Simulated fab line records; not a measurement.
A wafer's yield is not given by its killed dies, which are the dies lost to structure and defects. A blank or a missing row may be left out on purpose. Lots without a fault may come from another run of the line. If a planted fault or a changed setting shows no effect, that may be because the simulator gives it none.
Split-lot study	flow berkeleyCmos170	5 lots, 23 wafers read, on a route of 331 steps

## SPLIT DETAILS
At UCB170_PLDD_COAT_01 (resist thk 900 nm), the setting resistThkNm was moved away from the recipe's 900 nm on 5 of the 23 wafers read, by +1.8% to +3.5%. All remaining wafers had this setting at the recipe value.

Reading taken at the split's own step.

## THE READING
KrF_of_PLDD_COAT_01.thkNm (the simulator's own value, which no gauge read), in nm, at UCB170_PLDD_COAT_01 (resist thk 900 nm). The file gives no usual value for it. The 18 wafers here that ran the recipe average 898.8 nm, standard deviation 3.5 nm.

wafer	tool, chamber at the split	resistThkNm as run, nm	against the recipe	KrF_of_PLDD_COAT_01.thkNm, nm	against lot-mates on the recipe
L075.3	lithoTrack-01, 0	900	recipe	899.3	-
L075.4	lithoTrack-01, 0	900	recipe	898.2	-
L075.5	lithoTrack-01, 0	900	recipe	896.7	-
L079.1	lithoTrack-01, 0	900	recipe	896	-
L079.2	lithoTrack-01, 0	900	recipe	895.2	-
L079.3	lithoTrack-01, 0	900	recipe	894.3	-
L079.4	lithoTrack-01, 0	900	recipe	893.9	-
L079.6	lithoTrack-01, 0	900	recipe	894	-
L082.1	lithoTrack-01, 0	931.4	+3.5%	932.2	+32.2
L082.2	lithoTrack-01, 0	900	recipe	898.4	-
L082.3	lithoTrack-01, 0	900	recipe	901.5	-
L082.5	lithoTrack-01, 0	931.4	+3.5%	928.9	+28.9
L082.6	lithoTrack-01, 0	931.4	+3.5%	930	+30.0
L084.1	lithoTrack-02, 0	900	recipe	904.1	-
L084.3	lithoTrack-02, 0	900	recipe	903	-
L084.4	lithoTrack-02, 0	900	recipe	902.5	-
L084.5	lithoTrack-02, 0	900	recipe	902.5	-
L084.6	lithoTrack-02, 0	900	recipe	904.5	-
L085.1	lithoTrack-01, 0	900	recipe	900.1	-
L085.3	lithoTrack-01, 0	916.4	+1.8%	913.4	+15.4
L085.4	lithoTrack-01, 0	900	recipe	896.5	-
L085.5	lithoTrack-01, 0	900	recipe	897.3	-
L085.6	lithoTrack-01, 0	916.4	+1.8%	914.4	+16.4

FIT RESULTS
A straight line over all 23 wafers: KrF_of_PLDD_COAT_01.thkNm changes by +8.96 nm for each +1% of resistThkNm; r = +0.96; the points scatter about the line by 3.3 nm.
The same after taking each lot's own level away (the mean of its wafers on the recipe; 23 wafers): +8.72 nm for each +1%; r = +0.99; scatter 1.2 nm.
The reading moves by 30 nm for the largest change in resistThkNm, on that fit.
The lots' own levels span 894.68 to 903.32 nm, that is 2.5 times the standard deviation above.
Consequently the slope shifts little with the lot-to-lot level, the two slopes agreeing.
Check: for one of the wafers moved furthest among these (+3.5%), held out of the fit, the line's prediction against its lot-mates is +29.7 nm. It came out at +32.2 nm against them.

## FURTHER SPLITS ON THESE WAFERS
Note: prior to the reading, these wafers also went through further splits. Each is held against what the fit with the lots' levels taken away leaves over:
other split on the same wafers	wafers away from the commonest value	r with KrF_of_PLDD_COAT_01.thkNm (lot level and that fit taken away)
UCB170_ACTIVE_CVD_05 nh3FlowSccm	15	+0.00
UCB170_PFIELD_EXPOSE_03 doseMj	4	-0.22
UCB170_FIELD_OXIDATION_01 oxTimeS	18	+0.00
UCB170_GATE_PEB_10 pebTempC	9	-0.17

## THE WHOLE CHAIN: every reading that the file lists as answering this split, in the file's order
step	what it does	reading	change (the file's fit)	r (the file's)
UCB170_PLDD_COAT_01	resist thk 900 nm	KrF_of_PLDD_COAT_01.thkNm (the simulator's own value, which no gauge read)	+8.71 nm for each +1% of the setting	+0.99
UCB170_PLDD_STRIP_10	strips in O2	stripTimeToEndpointS	withheld for each +1% of the setting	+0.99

## FILE'S OWN FIT
KrF_of_PLDD_COAT_01.thkNm changes by +8.71 nm for each +1% of resistThkNm, r = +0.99.
